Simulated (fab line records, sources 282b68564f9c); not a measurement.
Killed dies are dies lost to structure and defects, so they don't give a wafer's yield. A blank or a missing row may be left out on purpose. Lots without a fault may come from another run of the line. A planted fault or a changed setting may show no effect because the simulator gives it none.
Which tool did it? | flow rit_cmos | 7 lots, 21 wafers sampled, at 2 steps of a route of 202

WHAT THE GAUGES READ, wafer by wafer
RIT_NSD_TW_MEAS_10.
lot  | measured    | on            | NSD_TW
L367 | day 3 21:06 | film_metro-03 | 3166 3178 3178
L370 | day 4 12:49 | film_metro-03 | 3160 3165 3154
L374 | day 5 09:25 | film_metro-02 | 3105 3103 3103
L376 | day 5 18:23 | film_metro-01 | 3129 3123 3123
L381 | day 6 18:01 | film_metro-03 | 3381 3395 3403
L384 | day 7 11:06 | film_metro-02 | 3101 3109 3114
L387 | day 7 20:13 | film_metro-03 | 3121 3132 3161

WHICH TOOL RAN EACH LOT (tool, then ch and the chambers of the sampled wafers, then the start)
lot  | RIT_NSD_IMPLANT_08
L367 | implanter-03 ch 0, day 3 20:47
L370 | implanter-04 ch 0, day 4 12:29
L374 | implanter-04 ch 0, day 5 09:05
L376 | implanter-04 ch 0, day 5 18:03
L381 | implanter-03 ch 0, day 6 17:44
L384 | implanter-01 ch 0, day 7 10:47
L387 | implanter-01 ch 0, day 7 19:53
- RIT_NSD_IMPLANT_08

THE ANSWER, worked out from the rows above alone
Rule: what is usual is taken from the lots themselves. Put in order of their means at a reading, lots are off if they are a third of the lots or fewer, leave a main group of 4 or more, and stand apart from it by a gap of 3 or more times the standard deviation of the main group's means; of several such gaps the widest counts. A main group whose means are all the same, to the digits that the tables above print for the reading, isn't used. A lot without any number at a reading at which 4 lots or more have one is off too. The other lots that the step has rows for count as sound.
Off: L381, at RIT_NSD_TW_MEAS_10 (NSD_TW). The main group: mean 3135, standard deviation 26.
A tool fits if, at a process step before that reading, it ran every lot that is off, and no sound lot after the first of them. The gauges at RIT_NSD_TW_MEAS_10 are tried like those tools. One fits: implanter-03 at RIT_NSD_IMPLANT_08. Its last sound lot is L367 (day 3 20:47), its first lot that is off L381 (day 6 17:44): a fault that began between those two fits.

WHAT THE SIMULATOR HAD PUT IN
Process parameter drift: implanter-03, from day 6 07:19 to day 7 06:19, at RIT_NSD_IMPLANT_08. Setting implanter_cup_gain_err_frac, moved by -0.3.
Lots struck among those shown: L381. The rule above found the same.
